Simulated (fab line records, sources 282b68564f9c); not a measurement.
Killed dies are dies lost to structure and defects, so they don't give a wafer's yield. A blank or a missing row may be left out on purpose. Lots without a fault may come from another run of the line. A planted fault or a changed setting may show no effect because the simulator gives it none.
fab line records | flow rit_cmos
record lots=15 wafers=45 last_day=7
route steps=202 shown SILICIDE@166
lots that met no fault: from a run of the same line without faults
start_h: hours from the record's first day to the start of the lot's first wafer shown | wait_h: hours since the lot's step before | " the same as in the row above | L1.1+2: a row that stands for several wafers | - no value, or no start given | * or withheld: withheld | < > ~ a bound
route shown NAME@n: a module of which the file shows steps, and the number in the route of the first | usual: mean/standard deviation of fault-free wafers | same: alike in all rows | chamber/n: place in a boat | sites: the reading at each site | _std_site: their standard deviation | _edge_site: outer sites' mean less inner sites' | radius_mm: how far each site lies from the wafer's centre | mask NAME#n: copy n | behind: the tool/chamber that last shaped the wafer | hold: why the lot was held/for how many hours/how that ended | device: the transistor (n, p or np) that didn't switch | end of line: the same wafers' tests at the end of the route | a step without rows: its recipe alone | killed: dies lost to structure and defects at the first sort, not the wafer's yield | map: a wafer's dies, x killed, . not, _ none there
set.NAME: the setting as run; set.NAME@STEP: as run at that earlier step | model.NAME: the simulator's own value behind a step, which no gauge read
steps of the route over a sample of lots; a table a step, a row a wafer
services: from which hour (start_h, from the record's first day; less than 0 if before it) a tool's chamber was out of use, for how many hours, and why
## steps
# step RIT_SILICIDE_WET_ETCH_05
# recipe chemistry=SPM target=Ti temp_c=90 time_s=120 dry=n2_spin
# usual bath_guard_temp_C=90.2/0.53 bath_heat_duty_pct=13.9/1.5
# columns lot.wafer tool chamber start_h wait_h bath_guard_temp_C bath_heat_duty_pct
L732.1 wet_bench-01 0 56.29 0.1 90.9 14.0
L732.2 " 0 " " 91.2 14.8
L732.5 " 0 " " 91.1 15.6
L733.2 wet_bench-04 2 56.64 0.0 90.6 13.1
L733.3 " 2 " " 90.0 13.5
L733.5 " 2 " " 90.1 13.9
L735.2 wet_bench-01 1 64.85 0.0 90.7 16.6
L735.3 " 1 " " 90.6 16.0
L735.5 " 1 " " 90.4 14.5
L736.1 wet_bench-04 3 71.45 0.1 90.1 13.2
L736.3 " 3 " " 90.2 13.2
L736.4 " 3 " " 90.4 12.7
L737.1 wet_bench-01 0 75.88 0.1 91.6 15.5
L737.4 " 0 " " 90.9 15.3
L737.6 " 0 " " 91.2 15.3
L738.2 wet_bench-01 1 80.65 0.0 90.2 17.4
L738.4 " 1 " " 90.4 16.6
L738.6 " 1 " " 90.2 16.9
L739.1 wet_bench-01 2 84.53 0.1 90.7 15.1
L739.4 " 2 " " 90.0 14.9
L739.6 " 2 " " 90.4 14.3
L740.2 wet_bench-02 0 90.93 0.0 - -
L740.5 " 0 " " - -
L740.6 " 0 " " - -
L741.1 wet_bench-01 0 96.21 0.1 - -
L741.4 " 0 " " - -
L741.5 " 0 " " - -
L742.1 wet_bench-04 2 101.77 0.1 - -
L742.3 " 2 " " - -
L742.5 " 2 " " - -
L750.2 wet_bench-04 2 139.93 0.0 89.8 12.2
L750.3 " 2 " " 90.5 11.9
L750.4 " 2 " " 90.3 13.0
L751.1 wet_bench-04 1 145.70 0.1 89.9 14.0
L751.2 " 1 " " 90.1 12.7
L751.5 " 1 " " 90.2 12.8
L752.2 wet_bench-04 2 150.85 0.0 90.2 13.9
L752.3 " 2 " " 90.2 12.8
L752.4 " 2 " " 90.4 12.1
L754.1 wet_bench-01 1 160.37 0.1 90.4 17.1
L754.3 " 1 " " 90.6 15.8
L754.5 " 1 " " 90.5 16.4
L755.1 wet_bench-04 0 165.55 0.1 89.1 12.8
L755.2 " 0 " " 88.8 11.3
L755.4 " 0 " " 89.0 13.5
## services
# columns tool chamber start_h hours kind
wet_bench-02 - 101.45 57.3 repair
## key
first_sign step=RIT_SILICIDE_WET_ETCH_05 reading=tool_record direction=missing
effect none on later readings
met_at RIT_SILICIDE_WET_ETCH_05
struck_lots L740,L741,L742
later_rows_left_out L740.2,L740.5,L740.6,L741.1,L741.4,L741.5,L742.1,L742.3,L742.5
sort_left_out L740.2,L740.5,L740.6,L741.1,L741.4,L741.5,L742.1,L742.3,L742.5
tester_left_out L740,L741,L742
onset_between 84.53 90.93
fault kind=skipped_step_whole tool=wet_bench-01,wet_bench-02,wet_bench-04 chamber=- onset_h=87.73 steps=RIT_SILICIDE_WET_ETCH_05 scope=struck_lots_only
# tester_left_out: of these lots the tester's yield and bins aren't shown, on N5 and GAA mostly nor the transistor test; their killed dies are dies lost to structure and defects alone, not to doping, threshold or leakage, so they don't give the yield
# sort_left_out: the simulated sort isn't trusted on such a fault, so these wafers' sort isn't shown, and their yield isn't known
# later_rows_left_out: the simulator's readings of these wafers behind a module that went badly wrong aren't trusted and aren't shown, but for the sort
